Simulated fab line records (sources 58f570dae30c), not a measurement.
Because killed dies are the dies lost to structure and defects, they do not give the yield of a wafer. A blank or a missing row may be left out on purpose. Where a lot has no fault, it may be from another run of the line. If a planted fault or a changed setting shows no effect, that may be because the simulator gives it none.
Chamber matching -- flow berkeley_cmos170 -- 3 sister chambers for UCB170_V1_CVD_00 on pecvd-01
The step deposits SiO2 from TEOS/O2, target thk 2000 nm, time 250 s. 16 wafers are shown with their chamber, then 8 later ones without.

## EACH WAFER AND ITS CHAMBER
wafer,chamber,heater_power_w (W),pressure_mtorr (mTorr)
L139.1,2,302,9011
L139.2,1,230,8958
L139.4,2,238,8994
L144.1,0,254,9001
L144.3,2,344,8976
L144.5,1,155,9002
L145.1,0,319,9030
L145.2,1,183,9007
L145.5,1,235,9014
L151.2,0,303,9006
L151.3,1,230,9007
L151.4,2,334,9018
L156.1,1,207,9022
L156.3,0,275,9024
L156.5,0,329,9013
L159.1,2,329,8988

SIGNATURES (means of the wafers above)
reading,chamber 0,chamber 1,chamber 2,scatter within a chamber
heater_power_w,296.00,206.67,309.40,35.4
pressure_mtorr,9014.80,9001.67,8997.40,18.2
Rule: a wafer's distance from a chamber is the root of the sum, over the readings, of the square of ((its reading less the chamber's mean) divided by the reading's scatter). If the next closest chamber is less than 2 further off than the closest, the wafer can't be placed; otherwise it belongs to the closest. The scatter: the root of (the sum of the squares of (reading less its chamber's mean) over the shown wafers, divided by (wafers less chambers)).

## WAFERS WHOSE CHAMBER IS MISSING
wafer,heater_power_w (W),pressure_mtorr (mTorr)
L159.3,313,8999
L159.4,236,8992
L160.1,332,9012
L160.3,188,9001
L160.6,247,9004
L162.1,302,9038
L162.3,200,9016
L162.5,245,8998

## WHICH CHAMBER EACH ONE RAN IN
wafer,from the rows above,in truth
L159.3,can't be placed: 2 or 0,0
L159.4,can't be placed: 1 or 2 or 0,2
L160.1,can't be placed: 2 or 0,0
L160.3,1,1
L160.6,can't be placed: 1 or 0 or 2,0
L162.1,can't be placed: 0 or 2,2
L162.3,can't be placed: 1 or 0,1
L162.5,can't be placed: 1 or 0 or 2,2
Correctly placed: 1 of 8. From these rows, 7 cannot be placed; in 7 the true chamber is one of the candidates. Placed wrongly: 0.
